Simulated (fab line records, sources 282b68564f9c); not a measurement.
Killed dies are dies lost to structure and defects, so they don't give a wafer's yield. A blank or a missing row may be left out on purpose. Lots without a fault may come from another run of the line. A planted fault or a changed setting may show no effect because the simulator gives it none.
Split-lot experiment | flow rit_cmos | 5 lots, 23 wafers read, on a route of 202 steps

THE SPLIT
At RIT_CONTACT_COAT_03 (resist thk 1000 nm), the setting spin_rpm was moved away from the recipe's 3250 rpm on 7 of the 23 wafers read, by -3.9% to +5.3%. The other wafers ran this setting at the recipe's value.

FROM THE SPLIT TO THE READING: what the file shows between them, 3 steps
- RIT_CONTACT_DEVELOP_07: develop time 120 s (also split here: develop_time_s)
- RIT_CONTACT_CD_MEAS_08: target cd 1000 nm
- RIT_CONTACT_HARDBAKE_10: time 60 s

THE READING
NOVOLAK_of_CONTACT_COAT_03.thk_nm (the simulator's own value, which no gauge read), in nm, at RIT_CONTACT_ETCH_11 (etches SiO2 in CHF3/CF4/Ar, stops on TiSi2, target depth 480 nm, time 320 s). The file gives no usual value for it. The 16 wafers here that ran the recipe average 768.1 nm, standard deviation 2.7 nm.

wafer  | tool, chamber at the split | spin_rpm as run, rpm | against the recipe | NOVOLAK_of_CONTACT_COAT_03.thk_nm, nm | against lot-mates on the recipe
L075.1 | litho_track-02, 0          | 3360                 | +3.4%              | 742.6                                 | -24.5
L075.2 | litho_track-02, 0          | 3250                 | recipe             | 765.2                                 | -
L075.3 | litho_track-02, 0          | 3250                 | recipe             | 768.8                                 | -
L075.5 | litho_track-02, 0          | 3360                 | +3.4%              | 748.1                                 | -19.0
L075.6 | litho_track-02, 0          | 3250                 | recipe             | 767.4                                 | -
L078.1 | litho_track-04, 0          | 3250                 | recipe             | 767.6                                 | -
L078.2 | litho_track-04, 0          | 3250                 | recipe             | 770.1                                 | -
L078.4 | litho_track-04, 0          | 3250                 | recipe             | 765.8                                 | -
L078.5 | litho_track-04, 0          | 3250                 | recipe             | 764.8                                 | -
L078.6 | litho_track-04, 0          | 3250                 | recipe             | 768.9                                 | -
L081.2 | litho_track-01, 0          | 3423                 | +5.3%              | 745.4                                 | -24.0
L081.3 | litho_track-01, 0          | 3250                 | recipe             | 767.2                                 | -
L081.4 | litho_track-01, 0          | 3423                 | +5.3%              | 749.8                                 | -19.6
L081.5 | litho_track-01, 0          | 3250                 | recipe             | 772.1                                 | -
L081.6 | litho_track-01, 0          | 3250                 | recipe             | 769                                   | -
L084.2 | litho_track-02, 0          | 3250                 | recipe             | 762.9                                 | -
L084.3 | litho_track-02, 0          | 3250                 | recipe             | 767                                   | -
L084.5 | litho_track-02, 0          | 3250                 | recipe             | 770.7                                 | -
L085.1 | litho_track-04, 0          | 3250                 | recipe             | 773.7                                 | -
L085.2 | litho_track-04, 0          | 3124                 | -3.9%              | 782.5                                 | +11.7
L085.3 | litho_track-04, 0          | 3250                 | recipe             | 767.9                                 | -
L085.5 | litho_track-04, 0          | 3124                 | -3.9%              | 784.3                                 | +13.5
L085.6 | litho_track-04, 0          | 3124                 | -3.9%              | 789.7                                 | +18.9

THE FIT
A straight line over all 23 wafers: NOVOLAK_of_CONTACT_COAT_03.thk_nm changes by -4.59 nm for each +1% of spin_rpm; r = -0.95; the points scatter about the line by 3.8 nm.
The same after taking each lot's own level away (the mean of its wafers on the recipe; 23 wafers): -4.38 nm for each +1%; r = -0.95; scatter 3.4 nm.
On that fit, the largest move of spin_rpm shifts the reading by 23 nm.
The lots' own levels span 766.87 to 770.80 nm, that is 1.5 times the standard deviation above.
So the lot-to-lot level changes the slope little: the two slopes agree.
Check: with one of the wafers moved furthest among these (+5.3%) left out of the fit, the line predicts -24.1 nm for it against its lot-mates. It came out at -24 nm against them.

OTHER SPLITS ON THESE WAFERS
These wafers also went through other splits before the reading. Each is held against what the fit with the lots' levels taken away leaves over:
other split on the same wafers        | wafers away from the commonest value | r with NOVOLAK_of_CONTACT_COAT_03.thk_nm (lot level and that fit taken away)
RIT_PLDD_COAT_01 resist_thk_nm        | 6                                    | -0.16
RIT_SPACER_CVD_03 sih2cl2_flow_sccm   | 15                                   | -0.33
RIT_NSD_COAT_01 spin_rpm              | 11                                   | -0.07
RIT_CONTACT_CVD_00 time_s             | 4                                    | -0.25
RIT_CONTACT_DEVELOP_07 develop_time_s | 12                                   | +0.12

THE WHOLE CHAIN: every reading that the file lists as answering this split, in the file's order
step                    | what it does                                                                | reading                                                                            | change (the file's fit)                                                        | r (the file's)
RIT_CONTACT_COAT_03     | resist thk 1000 nm                                                          | NOVOLAK_of_CONTACT_COAT_03.thk_nm (the simulator's own value, which no gauge read) | -5 nm for each +1% of the setting                                              | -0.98
RIT_CONTACT_HARDBAKE_10 | time 60 s                                                                   | NOVOLAK_of_CONTACT_COAT_03.thk_nm (the simulator's own value, which no gauge read) | -4.38 nm for each +1% of the setting                                           | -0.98
RIT_CONTACT_ETCH_11     | etches SiO2 in CHF3/CF4/Ar, stops on TiSi2, target depth 480 nm, time 320 s | NOVOLAK_of_CONTACT_COAT_03.thk_nm (the simulator's own value, which no gauge read) | -4.51 nm for each +1% of the setting                                           | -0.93
RIT_M1_PROBE_99         |                                                                             | killed_at_front_end                                                                | not straight: 6 at the lowest setting, 8 at the recipe, 8 at the highest       | not given
RIT_M1_PROBE_99         |                                                                             | killed_dies                                                                        | not straight: 6.3 at the lowest setting, 8.5 at the recipe, 7.5 at the highest | not given

THE FILE'S OWN FIT
NOVOLAK_of_CONTACT_COAT_03.thk_nm changes by -4.51 nm for each +1% of spin_rpm, r = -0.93.
